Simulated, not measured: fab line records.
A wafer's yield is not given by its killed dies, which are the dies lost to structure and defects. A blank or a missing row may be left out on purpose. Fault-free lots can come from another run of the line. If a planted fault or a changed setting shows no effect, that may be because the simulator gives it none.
Chamber matching | flow berkeleyCmos170 | UCB170_GATE_ETCH_15 on rieSi-01: 4 sister chambers
The step etches poly-Si in HBr/Cl2, stops on SiO2, time 56.3 s, target depth 278.2 nm. 14 wafers are shown with their chamber, then 7 later ones without.

WAFERS, EACH WITH ITS CHAMBER
wafer  | chamber | throttleValvePct (%) | oesProductAu (a.u.)
L389.2 | 1       | 26.29                | 0.812
L389.3 | 2       | 26.58                | 0.857
L389.6 | 2       | 26.56                | 0.854
L393.1 | 2       | 26.57                | 0.863
L393.4 | 3       | 26.67                | 0.849
L393.5 | 1       | 26.29                | 0.811
L397.1 | 2       | 26.57                | 0.852
L397.3 | 3       | 26.69                | 0.839
L397.4 | 2       | 26.56                | 0.855
L403.1 | 2       | 26.56                | 0.851
L403.3 | 0       | 26.33                | 0.828
L403.6 | 2       | 26.56                | 0.859
L405.4 | 2       | 26.58                | 0.850
L405.5 | 2       | 26.57                | 0.853

SIGNATURES, as means of the wafers listed above
reading          | chamber 0 | chamber 1 | chamber 2 | chamber 3 | scatter within a chamber
throttleValvePct | 26.3300   | 26.2900   | 26.5678   | 26.6800   | 0.00869
oesProductAu     | 0.82800   | 0.81150   | 0.85489   | 0.84400   | 0.00435
Rule: a wafer lies at a distance from a chamber equal to the root of the sum of squares, over the readings, of (its reading less the chamber's mean, divided by the reading's scatter). The wafer belongs to the nearest chamber; if the next one is less than 2 further off, it can't be placed. The scatter is the square root of a quotient: the sum, over the shown wafers, of each reading's squared deviation from its chamber's mean, divided by wafers minus chambers.

WAFERS WITH NO CHAMBER GIVEN
wafer  | throttleValvePct (%) | oesProductAu (a.u.)
L405.6 | 26.68                | 0.837
L408.1 | 26.68                | 0.834
L408.4 | 26.34                | 0.821
L408.6 | 26.57                | 0.853
L412.1 | 26.34                | 0.824
L412.3 | 26.67                | 0.830
L412.4 | 26.30                | 0.801

THE CHAMBER EACH PASSED THROUGH
wafer  | from the rows above | in truth
L405.6 | 3                   | 3
L408.1 | 3                   | 3
L408.4 | 0                   | 0
L408.6 | 2                   | 2
L412.1 | 0                   | 0
L412.3 | 3                   | 3
L412.4 | 1                   | 1
Placed correctly: 7 of 7. Left unplaced by these rows: 0. Placed wrongly: 0.
